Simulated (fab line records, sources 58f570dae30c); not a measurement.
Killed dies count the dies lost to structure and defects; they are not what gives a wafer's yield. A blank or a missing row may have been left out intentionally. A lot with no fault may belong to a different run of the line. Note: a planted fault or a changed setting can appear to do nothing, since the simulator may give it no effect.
Which tool did it? | flow berkeley cmos170 | Sampling: 13 lots, 39 wafers, 2 of 331 route steps

== WHAT EACH GAUGE READ, for each wafer ==
UCB170_M1_CD_MEAS_90: target cd 700 nm. Usual: cd nm at 700.2 nm, with a standard deviation of 2.3.
lot  | measured     | on        | cd nm (nm)        | flag
L422 | day 7 00:40  | cd sem-01 | 699.8 700.7 698.7 |
L423 | day 7 06:56  | cd sem-01 | 702.0 699.9 699.8 |
L425 | day 7 22:17  | cd sem-01 | 702.0 705.3 702.1 |
L426 | day 7 22:25  | cd sem-02 | 703.0 701.6 700.4 |
L424 | day 8 00:19  | cd sem-01 | 699.5 699.5 698.7 |
L427 | day 8 00:37  | cd sem-02 | 700.7 701.3 699.5 |
L429 | day 8 15:16  | cd sem-02 | 698.2 698.8 700.0 |
L428 | day 8 17:37  | cd sem-02 | 702.5 700.1 699.8 |
L435 | day 9 19:20  | cd sem-02 | 710.7 700.6 710.4 | OFF
L440 | day 10 12:47 | cd sem-02 | 703.7 703.1 701.5 |
L442 | day 11 01:24 | cd sem-01 | 701.3 701.6 702.4 |
L443 | day 11 03:25 | cd sem-01 | 703.0 699.6 700.7 |
L444 | day 11 18:17 | cd sem-02 | 701.1 696.8 698.0 |

== TOOL THAT RAN EACH LOT (tool first, then ch and the chambers of the sampled wafers, then the start) ==
lot  | UCB170_M1_METAL_ETCH_12
L422 | rie metal-01 ch 0,1, day 7 00:25
L423 | rie metal-01 ch 1, day 7 06:36
L425 | rie metal-02 ch 0,1, day 7 22:03
L426 | rie metal-01 ch 1, day 7 22:10
L424 | rie metal-04 ch 0,1, day 7 23:47
L427 | rie metal-02 ch 1, day 8 00:23
L429 | rie metal-04 ch 0,1, day 8 15:01
L428 | rie metal-01 ch 0,1, day 8 17:22
L435 | rie metal-01 ch 0,1, day 9 19:05
L440 | rie metal-02 ch 0,1, day 10 12:33
L442 | rie metal-02 ch 0,1, day 11 01:09
L443 | rie metal-02 ch 0,1, day 11 03:11
L444 | rie metal-04 ch 0,1, day 11 18:04
- UCB170_M1_METAL_ETCH_12: etches Al in Cl2/BCl3, stops on PSG, target depth 780 nm, time 130 s.

== AS READ BY THE TOOLS THEMSELVES (means over the sampled wafers that have a number; for cases with no such wafer, the mark the record gives instead) ==
UCB170_M1_METAL_ETCH_12. Usual: drypump motor current A 5.8 A, standard deviation 0.57; oes product au 0.853 a.u., standard deviation 0.015; throttle valve pct 24.38 %, standard deviation 0.21.
lot  | tool         | drypump motor current A (A) | oes product au (a.u.) | throttle valve pct (%) | flag
L422 | rie metal-01 | 5.4                         | 0.859                 | 24.47                  |
L423 | rie metal-01 | 5.7                         | 0.838                 | 24.39                  |
L425 | rie metal-02 | 6.1                         | 0.840                 | 24.17                  |
L426 | rie metal-01 | 5.7                         | 0.837                 | 24.39                  |
L424 | rie metal-04 | 6.4                         | 0.855                 | 24.36                  |
L427 | rie metal-02 | 6.4                         | 0.837                 | 24.22                  |
L429 | rie metal-04 | 6.2                         | 0.844                 | 24.39                  |
L428 | rie metal-01 | 5.4                         | 0.848                 | 24.51                  |
L435 | rie metal-01 | 5.1                         | 0.852                 | 24.65                  |
L440 | rie metal-02 | 5.8                         | 0.853                 | 24.12                  |
L442 | rie metal-02 | 5.8                         | 0.859                 | 24.13                  |
L443 | rie metal-02 | 6.1                         | 0.842                 | 24.16                  |
L444 | rie metal-04 | 6.4                         | 0.858                 | 24.36                  |

== THE ANSWER, worked out from the rows above alone ==
Rule: lot off if the mean of its wafers having a number is beyond 3 standard deviations from the usual mean. A lot without any number at a reading at which 4 lots or more have one is off too. The other lots that the step has rows for count as sound. The gauges are gone through in route order, then the tools' own readings, and for those a lot's mean is taken as printed above. The first step at which some lot is off is used, and at that step the reading that is off furthest; a lot without a number counts as furthest.
Off: L435 (UCB170_M1_CD_MEAS_90, cd nm).
If a tool, at a process step before that reading, ran all the lots that are off and no sound lot after the first of them, it fits. The gauges at UCB170_M1_CD_MEAS_90 are tried like those tools. One fits: rie metal-01 at UCB170_M1_METAL_ETCH_12. Its last sound lot is L428 (day 8 17:22), its first lot that is off L435 (day 9 19:05): a fault that began between those two fits.

== WHAT THE SIMULATOR HAD PUT IN ==
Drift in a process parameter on rie metal-01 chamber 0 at UCB170_M1_METAL_ETCH_12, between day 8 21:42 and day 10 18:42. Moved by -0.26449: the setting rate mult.
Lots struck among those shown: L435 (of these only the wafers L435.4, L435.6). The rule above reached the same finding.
